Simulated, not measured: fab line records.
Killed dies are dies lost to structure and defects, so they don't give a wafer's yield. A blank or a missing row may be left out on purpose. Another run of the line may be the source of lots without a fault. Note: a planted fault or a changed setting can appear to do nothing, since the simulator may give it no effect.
Lot-split experiment | flow berkeleyCmos170 | on a route of 331 steps: 5 lots, 23 wafers read

SPLIT DETAILS
At UCB170_V2_PEB_10, the setting pebTempC was moved away from the recipe's 130 C on 8 of the 23 wafers read, by -2.5% to +2.3%. All remaining wafers had this setting at the recipe value.

FROM THE SPLIT TO THE READING: what the file shows between them, 4 steps
- UCB170_V2_DEVELOP_11: develop time 45 s
- UCB170_V2_CD_MEAS_12: target cd 700 nm
- UCB170_V2_ETCH_14: etches SiO2 in CHF3/CF4/Ar, stops on Al, target depth 1250 nm, time 291 s
- UCB170_V2_STRIP_15: strips in O2

THE READING
cdNm, in nm, at UCB170_V2_CD_MEAS_90 (target cd 700 nm). On this fab line, fault-free wafers typically give 700.2 nm with a standard deviation of 1.2 nm.

wafer  | tool, chamber at the split | pebTempC as run, C | against the recipe | cdNm, nm | against lot-mates on the recipe
L076.2 | lithoTrack-02, 0           | 130                | recipe             | 698.8    | -
L076.3 | lithoTrack-02, 0           | 130                | recipe             | 698.7    | -
L076.4 | lithoTrack-02, 0           | 130                | recipe             | 700.5    | -
L081.1 | lithoTrack-02, 0           | 126.8              | -2.5%              | 676.8    | -23.2
L081.2 | lithoTrack-02, 0           | 126.8              | -2.5%              | 676.2    | -23.8
L081.3 | lithoTrack-02, 0           | 130                | recipe             | 700.5    | -
L081.5 | lithoTrack-02, 0           | 126.8              | -2.5%              | 676.1    | -23.9
L081.6 | lithoTrack-02, 0           | 130                | recipe             | 699.5    | -
L083.1 | lithoTrack-02, 0           | 130                | recipe             | 700.3    | -
L083.2 | lithoTrack-02, 0           | 130                | recipe             | 700.2    | -
L083.3 | lithoTrack-02, 0           | 130                | recipe             | 701.3    | -
L083.4 | lithoTrack-02, 0           | 130                | recipe             | 699.6    | -
L083.6 | lithoTrack-02, 0           | 130                | recipe             | 701.2    | -
L082.1 | lithoTrack-04, 0           | 130                | recipe             | 700.2    | -
L082.2 | lithoTrack-04, 0           | 130                | recipe             | 700.4    | -
L082.3 | lithoTrack-04, 0           | 133                | +2.3%              | 719.0    | +18.7
L082.4 | lithoTrack-04, 0           | 133                | +2.3%              | 718.0    | +17.7
L082.5 | lithoTrack-04, 0           | 133                | +2.3%              | 716.6    | +16.3
L084.1 | lithoTrack-04, 0           | 130                | recipe             | 700.5    | -
L084.2 | lithoTrack-04, 0           | 127.3              | -2.1%              | 679.3    | -21.2
L084.4 | lithoTrack-04, 0           | 130                | recipe             | 700.3    | -
L084.5 | lithoTrack-04, 0           | 127.3              | -2.1%              | 681.5    | -19.0
L084.6 | lithoTrack-04, 0           | 130                | recipe             | 700.7    | -

THE FIT
A straight line over all 23 wafers: cdNm changes by +8.81 nm for each +1% of pebTempC; r = +0.99; the points scatter about the line by 1.4 nm.
The same after taking each lot's own level away (the mean of its wafers on the recipe; 23 wafers): +8.79 nm for each +1%; r = +0.99; scatter 1.3 nm.
According to that fit, moving pebTempC by its largest amount changes the reading by 22 nm.
The lots' own levels span 699.33 to 700.52 nm, that is 1.0 times the standard deviation above.
Consequently the slope shifts little with the lot-to-lot level, the two slopes agreeing.
Check: -22.3 nm against its lot-mates is what the line predicts for one of the wafers moved furthest among these (-2.5%) when that wafer is left out of the fit. It came out at -23.2 nm against them.

ADDITIONAL SPLITS CARRIED BY THESE WAFERS
These wafers also went through other splits before the reading. Each is held against what the fit with the lots' levels taken away leaves over:
other split on the same wafers               | wafers away from the commonest value | r with cdNm (lot level and that fit taken away)
UCB170_SDANNEAL_RTA_01 timeS                 | 6                                    | +0.37
UCB170_SILICIDE_SPUTTER_01 chamberPressurePa | 15                                   | +0.27
UCB170_M1_COAT_04 resistThkNm                | 6                                    | -0.29
UCB170_M2_SPUTTER_01 timeS                   | 10                                   | -0.15
UCB170_M2_SOFTBAKE_06 timeS                  | 8                                    | -0.12

THE WHOLE CHAIN: every reading that the file lists as answering this split, in the file's order
step                 | what it does                                                              | reading                                                  | change (the file's fit)              | r (the file's)
UCB170_V2_CD_MEAS_12 | target cd 700 nm                                                          | cdNm                                                     | +8.99 nm for each +1% of the setting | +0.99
UCB170_V2_ETCH_14    | etches SiO2 in CHF3/CF4/Ar, stops on Al, target depth 1250 nm, time 291 s | V2.cdNm (the simulator's own value, which no gauge read) | +9 nm for each +1% of the setting    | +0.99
UCB170_V2_CD_MEAS_90 | target cd 700 nm                                                          | cdNm                                                     | +8.96 nm for each +1% of the setting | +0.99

THE FILE'S OWN FIT
cdNm changes by +8.96 nm for each +1% of pebTempC, r = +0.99.
